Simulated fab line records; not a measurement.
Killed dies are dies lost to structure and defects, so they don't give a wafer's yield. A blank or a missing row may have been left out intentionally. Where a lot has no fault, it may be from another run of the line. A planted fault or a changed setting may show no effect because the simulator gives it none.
Comparing a struck lot with a sound one ; flow berkeley-cmos170 ; 16 steps out of a route of 331
Sound: the wafers L649.2, L649.3, L649.5. The struck wafers were L653.2, L653.3, L653.5. The cause is given at the end.
Per side, at each step with rows, come the tool, then ch with its chambers, and then its first start. Under that, the readings that differ: sound wafers ; struck wafers ; difference of the means ; sigmas: that difference in standard deviations of wafers without a fault.
alike: readings whose means differ by less than 2 such deviations, and words and numbers that are the same on both sides. not compared: withheld readings, readings that some wafer has no value for, bounds like >300 that may hide the same value, and numbers for which the record gives no deviation and whose values overlap.
A row with sigmas, a row that says differs or no value, or rows on one side alone: a step with any of these is where the two part. When numbers do not overlap yet have no deviation, they are printed without sigmas and do not part them. Lack of a reading on every wafer of one side parts them only where that side has two or more wafers.

first, 4 steps without rows for these wafers: UCB170_M2_SOFTBAKE_11 (time 60 s); UCB170_M2_EXPOSE_12 (exposes mask METAL2, target cd 700 nm); UCB170_M2_PEB_13; UCB170_M2_DEVELOP_14 (develop time 45 s).
UCB170_M2_CD_MEAS_15: the cd target is 700 nm.
  struck on cd-sem-01, day 10 00:59; sound on cd-sem-02, day 8 21:17
reading;sound;struck;difference;sigmas
cd-nm (nm);702.5 702.5 702.2;697.9 698.8 697.9;-4.2;-4
UCB170_M2_OVL_MEAS_16:
  struck on overlay-01, day 10 01:05; sound on overlay-01, day 8 21:23
  alike: M2_OVL
UCB170_M2_ETCH_17: etches BARC in N2/H2.
  sound on rie-diel-03 ch 0,2,3, day 8 21:25; struck on rie-diel-04 ch 0,1,2, day 10 01:07
  alike: drypump-motor-current-A, oes-product-au, throttle-valve-pct
UCB170_M2_METAL_ETCH_18: etches Al in Cl2/BCl3, stops on SiO2, target depth 1170 nm, time 195 s.
  sound on rie-metal-04 ch 1, day 8 21:31; struck on rie-metal-03 ch 0,1, day 10 01:10
reading;sound;struck;difference;sigmas
throttle-valve-pct (%);24.16 24.17 24.17;24.67 24.64 24.63;+0.48;+2
  alike: drypump-motor-current-A, oes-product-au
  not compared: rf-hours-counter-h
UCB170_M2_STRIP_19: strips in O2.
  sound on plasma-asher-02 ch 0,1, day 8 21:50; struck on plasma-asher-03 ch 0,1, day 10 01:21
  alike: drypump-motor-current-A, oes-product-au
  not compared: rf-hours-counter-h
UCB170_M2_CD_MEAS_90: the cd target is 700 nm.
  struck on cd-sem-02, day 10 01:28; sound on cd-sem-02, day 8 21:57
  alike: cd-nm
UCB170_V2_CVD_00: deposits SiO2 from TEOS/O2, target thk 2000 nm, time 250 s.
  sound on pecvd-03 ch 0,1,2, day 8 22:03; struck on pecvd-01 ch 0,1,2, day 10 01:34
reading;sound;struck;difference;sigmas
heater-power-w (W);274 334 401;219 262 220;-103;-2
  not compared: since-wet-clean-h
UCB170_V2_THK_MEAS_01:
  struck on film-metro-02, day 10 01:44; sound on film-metro-04, day 8 22:13
  alike: V2_TEOS_THK
UCB170_V2_CMP_02: polishes SiO2.
  sound on cmp-01 ch 0,2, day 8 22:19; struck on cmp-01 ch 0,1, day 10 01:50
reading;sound;struck;difference;sigmas
model.SiO2_of_V2_CVD_00.thk-nm (nm);1002 1000 1001;926.2 923.3 925.6;-76.0;
  alike: motor-current-A
UCB170_V2_BOW_MEAS_03:
  struck on film-metro-03, day 10 02:23; sound on film-metro-04, day 8 22:35
reading;sound;struck;difference;sigmas
V2_BOW (um);40 36 39;- - -;no value on the struck wafers;
  not compared: hold
UCB170_V2_THK_MEAS_04:
  struck on film-metro-03, day 10 06:35; sound on film-metro-04, day 8 22:42
reading;sound;struck;difference;sigmas
V2_POLISHED_THK (nm);1002.0 1000.2 1001.8;927.0 923.0 924.8;-76.4;-59
  not compared: hold
UCB170_M3_PROBE_99:
  sound wafers here have rows in the record (prober-01, day 9 04:44); struck ones have none

== WHERE THEY PART ==
First at UCB170_M2_CD_MEAS_15; last, within this record, at UCB170_M3_PROBE_99.

WHY: what had been put in by the simulator
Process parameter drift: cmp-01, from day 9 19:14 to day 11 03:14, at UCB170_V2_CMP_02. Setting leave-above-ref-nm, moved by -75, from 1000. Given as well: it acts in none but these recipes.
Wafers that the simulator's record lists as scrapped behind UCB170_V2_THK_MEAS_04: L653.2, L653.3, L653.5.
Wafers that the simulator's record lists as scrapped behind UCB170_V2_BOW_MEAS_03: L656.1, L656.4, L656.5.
